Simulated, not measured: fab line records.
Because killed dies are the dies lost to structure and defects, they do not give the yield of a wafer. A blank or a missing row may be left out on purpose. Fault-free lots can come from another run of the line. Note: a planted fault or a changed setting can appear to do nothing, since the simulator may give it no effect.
Which tool did it? :: flow berkeley_cmos170 :: Sampling: 15 lots, 39 wafers, 5 of 331 route steps

## WHAT EACH GAUGE READ, for each wafer
UCB170_CONTACT_THK_MEAS_02.
lot: L561
measured: day 6 19:58
on: film_metro-04
CONTACT_PSG_THK (nm): 686 685 686

lot: L564
measured: day 7 04:27
on: film_metro-04
CONTACT_PSG_THK (nm): 686 688 688

lot: L563
measured: day 7 04:43
on: film_metro-01
CONTACT_PSG_THK (nm): 700 704 700

lot: L565
measured: day 7 20:34
on: film_metro-01
CONTACT_PSG_THK (nm): 693 692 697

lot: L566
measured: day 7 22:07
on: film_metro-04
CONTACT_PSG_THK (nm): 695 689 693

lot: L567
measured: day 8 07:47
on: film_metro-03
CONTACT_PSG_THK (nm): 673 676 668

lot: L572
measured: day 9 03:00
on: film_metro-04
CONTACT_PSG_THK (nm): 688

lot: L571
measured: day 9 03:02
on: film_metro-01
CONTACT_PSG_THK (nm): 693

lot: L574
measured: day 9 13:33
on: film_metro-04
CONTACT_PSG_THK (nm): 684

lot: L577
measured: day 10 07:35
on: film_metro-01
CONTACT_PSG_THK (nm): 696 688 695

lot: L575
measured: day 10 10:20
on: film_metro-04
CONTACT_PSG_THK (nm): 678 674 678

lot: L578
measured: day 10 10:20
on: film_metro-01
CONTACT_PSG_THK (nm): 681 672 680

lot: L580
measured: day 11 06:10
on: film_metro-04
CONTACT_PSG_THK (nm): 687 684 685

lot: L582
measured: day 11 14:18
on: film_metro-04
CONTACT_PSG_THK (nm): 682 684 684

lot: L584
measured: day 12 01:50
on: film_metro-01
CONTACT_PSG_THK (nm): 693 689 689

UCB170_V1_THK_MEAS_01.
lot: L561
measured: day 7 03:05
on: film_metro-04
V1_TEOS_THK (nm): 1991 1979 2025

lot: L564
measured: day 7 13:55
on: film_metro-04
V1_TEOS_THK (nm): 2026 1988 2017

lot: L563
measured: day 7 13:56
on: film_metro-01
V1_TEOS_THK (nm): 1986 2007 1976

lot: L565
measured: day 8 05:34
on: film_metro-01
V1_TEOS_THK (nm): 2015 1988 2016

lot: L566
measured: day 8 05:37
on: film_metro-01
V1_TEOS_THK (nm): 1990 2027 2028

lot: L567
measured: day 8 16:34
on: film_metro-04
V1_TEOS_THK (nm): 2034 2011 2023

lot: L572
measured: day 9 12:01
on: film_metro-01
V1_TEOS_THK (nm): 2072

lot: L571
measured: day 9 11:54
on: film_metro-01
V1_TEOS_THK (nm): 2100

lot: L574
measured: day 10 01:11
on: film_metro-02
V1_TEOS_THK (nm): 2079

lot: L577
measured: day 10 16:28
on: film_metro-01
V1_TEOS_THK (nm): 1964 2007 2055

lot: L575
measured: day 10 16:31
on: film_metro-01
V1_TEOS_THK (nm): 1987 1976 2008

lot: L578
measured: day 10 18:46
on: film_metro-01
V1_TEOS_THK (nm): 1974 1934 2000

lot: L580
measured: day 11 17:43
on: film_metro-01
V1_TEOS_THK (nm): 1978 1970 1997

lot: L582
measured: day 12 02:05
on: film_metro-02
V1_TEOS_THK (nm): 2010 2030 2051

lot: L584
measured: day 12 13:03
on: film_metro-01
V1_TEOS_THK (nm): 1997 2013 2013

UCB170_V1_THK_MEAS_04.
lot: L561
measured: day 7 03:52
on: film_metro-01
V1_POLISHED_THK (nm): 998.8 999.9 999.0

lot: L564
measured: day 7 14:23
on: film_metro-04
V1_POLISHED_THK (nm): 1001.4 1000.6 999.2

lot: L563
measured: day 7 14:43
on: film_metro-04
V1_POLISHED_THK (nm): 999.3 1000.9 997.8

lot: L565
measured: day 8 06:02
on: film_metro-04
V1_POLISHED_THK (nm): 999.8 1001.0 999.2

lot: L566
measured: day 8 06:06
on: film_metro-01
V1_POLISHED_THK (nm): 999.8 1001.4 1000.5

lot: L567
measured: day 8 17:03
on: film_metro-02
V1_POLISHED_THK (nm): 1001.0 998.7 999.9

lot: L572
measured: day 9 12:39
on: film_metro-04
V1_POLISHED_THK (nm): 1000.2

lot: L571
measured: day 9 12:23
on: film_metro-04
V1_POLISHED_THK (nm): 1000.3

lot: L574
measured: day 10 01:40
on: film_metro-04
V1_POLISHED_THK (nm): 998.9

lot: L577
measured: day 10 16:56
on: film_metro-01
V1_POLISHED_THK (nm): 998.8 999.4 1000.6

lot: L575
measured: day 10 17:32
on: film_metro-04
V1_POLISHED_THK (nm): 1000.5 998.3 1001.0

lot: L578
measured: day 10 19:14
on: film_metro-01
V1_POLISHED_THK (nm): 997.9 999.3 998.8

lot: L580
measured: day 11 18:11
on: film_metro-01
V1_POLISHED_THK (nm): 998.6 1000.6 1000.2

lot: L582
measured: day 12 02:34
on: film_metro-02
V1_POLISHED_THK (nm): 1000.2 1001.0 1001.0

lot: L584
measured: day 12 13:50
on: film_metro-04
V1_POLISHED_THK (nm): 1001.4 999.7 1001.0

## TOOL THAT RAN EACH LOT (tool first, then ch and the chambers of the sampled wafers, then the start)
lot: L561
UCB170_CONTACT_STRIP_19: plasma_asher-01 ch 0,1, day 6 22:26
UCB170_V1_CVD_00: pecvd-02 ch 0,1,2, day 7 02:55

lot: L564
UCB170_CONTACT_STRIP_19: plasma_asher-02 ch 1, day 7 06:35
UCB170_V1_CVD_00: pecvd-01 ch 1,2, day 7 13:45

lot: L563
UCB170_CONTACT_STRIP_19: plasma_asher-01 ch 0,1, day 7 06:53
UCB170_V1_CVD_00: pecvd-04 ch 0,2, day 7 13:45

lot: L565
UCB170_CONTACT_STRIP_19: plasma_asher-01 ch 0,1, day 7 23:07
UCB170_V1_CVD_00: pecvd-02 ch 0,1, day 8 05:25

lot: L566
UCB170_CONTACT_STRIP_19: plasma_asher-02 ch 0,1, day 8 00:16
UCB170_V1_CVD_00: pecvd-04 ch 0,1,2, day 8 05:25

lot: L567
UCB170_CONTACT_STRIP_19: plasma_asher-04 ch 0,1, day 8 10:04
UCB170_V1_CVD_00: pecvd-02 ch 0,1,2, day 8 16:25

lot: L572
UCB170_CONTACT_STRIP_19: plasma_asher-04 ch 1, day 9 05:44
UCB170_V1_CVD_00: pecvd-02 ch 1, day 9 11:52

lot: L571
UCB170_CONTACT_STRIP_19: plasma_asher-02 ch 1, day 9 05:32
UCB170_V1_CVD_00: pecvd-02 ch 1, day 9 11:47

lot: L574
UCB170_CONTACT_STRIP_19: plasma_asher-02 ch 1, day 9 16:01
UCB170_V1_CVD_00: pecvd-02 ch 1, day 10 01:01

lot: L577
UCB170_CONTACT_STRIP_19: plasma_asher-02 ch 0,1, day 10 09:43
UCB170_V1_CVD_00: pecvd-04 ch 1,2, day 10 16:17

lot: L575
UCB170_CONTACT_STRIP_19: plasma_asher-04 ch 1, day 10 12:28
UCB170_V1_CVD_00: pecvd-01 ch 0,1,2, day 10 16:17

lot: L578
UCB170_CONTACT_STRIP_19: plasma_asher-01 ch 0,1, day 10 12:44
UCB170_V1_CVD_00: pecvd-01 ch 1,2, day 10 18:37

lot: L580
UCB170_CONTACT_STRIP_19: plasma_asher-02 ch 0,1, day 11 08:11
UCB170_V1_CVD_00: pecvd-01 ch 0,1, day 11 17:28

lot: L582
UCB170_CONTACT_STRIP_19: plasma_asher-02 ch 0,1, day 11 16:42
UCB170_V1_CVD_00: pecvd-04 ch 0,1, day 12 01:55

lot: L584
UCB170_CONTACT_STRIP_19: plasma_asher-04 ch 0,1, day 12 04:06
UCB170_V1_CVD_00: pecvd-01 ch 0,1,2, day 12 12:53
- UCB170_CONTACT_STRIP_19: strips in O2.
- UCB170_V1_CVD_00: deposits SiO2 from TEOS/O2, target thk 2000 nm, time 250 s.

## WHAT THE TOOLS THEMSELVES READ (means of the sampled wafers that have a number; where no wafer has one, the mark that the record gives instead)
UCB170_CONTACT_STRIP_19.
lot: L561
tool: plasma_asher-01
drypump_motor_current_A (A): 5.44
o2_flow_sccm (sccm): 399.6
oes_product_au (a.u.): 0.728

lot: L564
tool: plasma_asher-02
drypump_motor_current_A (A): 5.51
o2_flow_sccm (sccm): 399.3
oes_product_au (a.u.): 0.733

lot: L563
tool: plasma_asher-01
drypump_motor_current_A (A): 5.45
o2_flow_sccm (sccm): 399.8
oes_product_au (a.u.): 0.732

lot: L565
tool: plasma_asher-01
drypump_motor_current_A (A): 5.23
o2_flow_sccm (sccm): 400.7
oes_product_au (a.u.): 0.727

lot: L566
tool: plasma_asher-02
drypump_motor_current_A (A): 5.58
o2_flow_sccm (sccm): 399.5
oes_product_au (a.u.): 0.726

lot: L567
tool: plasma_asher-04
drypump_motor_current_A (A): 5.81
o2_flow_sccm (sccm): 399.8
oes_product_au (a.u.): 0.722

lot: L572
tool: plasma_asher-04
drypump_motor_current_A (A): 5.93
o2_flow_sccm (sccm): 400.6
oes_product_au (a.u.): 0.720

lot: L571
tool: plasma_asher-02
drypump_motor_current_A (A): 5.51
o2_flow_sccm (sccm): 402.2
oes_product_au (a.u.): 0.724

lot: L574
tool: plasma_asher-02
drypump_motor_current_A (A): 5.51
o2_flow_sccm (sccm): 398.5
oes_product_au (a.u.): 0.729

lot: L577
tool: plasma_asher-02
drypump_motor_current_A (A): 5.60
o2_flow_sccm (sccm): 399.6
oes_product_au (a.u.): 0.730

lot: L575
tool: plasma_asher-04
drypump_motor_current_A (A): 5.91
o2_flow_sccm (sccm): 399.5
oes_product_au (a.u.): 0.729

lot: L578
tool: plasma_asher-01
drypump_motor_current_A (A): 5.23
o2_flow_sccm (sccm): 399.4
oes_product_au (a.u.): 0.724

lot: L580
tool: plasma_asher-02
drypump_motor_current_A (A): 5.69
o2_flow_sccm (sccm): 399.4
oes_product_au (a.u.): 0.729

lot: L582
tool: plasma_asher-02
drypump_motor_current_A (A): 5.60
o2_flow_sccm (sccm): 399.8
oes_product_au (a.u.): 0.725

lot: L584
tool: plasma_asher-04
drypump_motor_current_A (A): 5.66
o2_flow_sccm (sccm): 400.8
oes_product_au (a.u.): 0.724

UCB170_V1_CVD_00.
lot: L561
tool: pecvd-02
heater_power_w (W): 294
rf_fwd_power_W (W): 547.4
susceptor_temp_C (C): 389.84

lot: L564
tool: pecvd-01
heater_power_w (W): 254
rf_fwd_power_W (W): 548.2
susceptor_temp_C (C): 390.07

lot: L563
tool: pecvd-04
heater_power_w (W): 302
rf_fwd_power_W (W): 550.0
susceptor_temp_C (C): 390.02

lot: L565
tool: pecvd-02
heater_power_w (W): 266
rf_fwd_power_W (W): 548.6
susceptor_temp_C (C): 390.07

lot: L566
tool: pecvd-04
heater_power_w (W): 285
rf_fwd_power_W (W): 548.9
susceptor_temp_C (C): 389.65

lot: L567
tool: pecvd-02
heater_power_w (W): 313
rf_fwd_power_W (W): 548.9
susceptor_temp_C (C): 389.63

lot: L572
tool: pecvd-02
heater_power_w (W): 277
rf_fwd_power_W (W): 613.2
susceptor_temp_C (C): 389.77

lot: L571
tool: pecvd-02
heater_power_w (W): 237
rf_fwd_power_W (W): 617.8
susceptor_temp_C (C): 390.01

lot: L574
tool: pecvd-02
heater_power_w (W): 291
rf_fwd_power_W (W): 611.0
susceptor_temp_C (C): 390.14

lot: L577
tool: pecvd-04
heater_power_w (W): 289
rf_fwd_power_W (W): 549.5
susceptor_temp_C (C): 390.18

lot: L575
tool: pecvd-01
heater_power_w (W): 272
rf_fwd_power_W (W): 549.4
susceptor_temp_C (C): 390.18

lot: L578
tool: pecvd-01
heater_power_w (W): 250
rf_fwd_power_W (W): 546.2
susceptor_temp_C (C): 390.03

lot: L580
tool: pecvd-01
heater_power_w (W): 264
rf_fwd_power_W (W): 548.3
susceptor_temp_C (C): 389.87

lot: L582
tool: pecvd-04
heater_power_w (W): 309
rf_fwd_power_W (W): 548.4
susceptor_temp_C (C): 390.01

lot: L584
tool: pecvd-01
heater_power_w (W): 309
rf_fwd_power_W (W): 548.9
susceptor_temp_C (C): 389.91

## THE ANSWER, worked out from the rows above alone
Rule: usual is defined by the lots themselves. Put in order of their means at a reading, lots are off if they are a third of the lots or fewer, leave a main group of 4 or more, and stand apart from it by a gap of 3 or more times the standard deviation of the main group's means; of several such gaps the widest counts. If all means in a main group match to the digits the tables above print for the reading, that group is not used. A lot without any number at a reading at which 4 lots or more have one is off too. Any other lot the step has rows for is counted as sound. After the gauges, taken in route order, come the tools' own readings; for these a lot's mean is taken, as printed above. The first step at which some lot is off is used, and at that step the reading that is off furthest; a lot without a number counts as furthest.
Off, at UCB170_V1_CVD_00 on rf_fwd_power_W: L572, L571, L574. For the main group the mean is 548.6 W and the standard deviation 0.96.
A tool fits if, at that step or a process step before it, it ran every lot that is off, and no sound lot after the first of them. One fits: pecvd-02 at UCB170_V1_CVD_00. A fault onset in the window from L567 (day 8 16:25, its last sound lot) to L571 (day 9 11:47, its first lot off) fits.
On the lots that are off, the tool's own readings at UCB170_V1_CVD_00 differ by more than 5 times the standard deviation of the sound lots' means, which bears it out; rf_fwd_power_W reads 614.0 W there versus 548.6 W on the sound lots.

## WHAT THE SIMULATOR HAD INSERTED
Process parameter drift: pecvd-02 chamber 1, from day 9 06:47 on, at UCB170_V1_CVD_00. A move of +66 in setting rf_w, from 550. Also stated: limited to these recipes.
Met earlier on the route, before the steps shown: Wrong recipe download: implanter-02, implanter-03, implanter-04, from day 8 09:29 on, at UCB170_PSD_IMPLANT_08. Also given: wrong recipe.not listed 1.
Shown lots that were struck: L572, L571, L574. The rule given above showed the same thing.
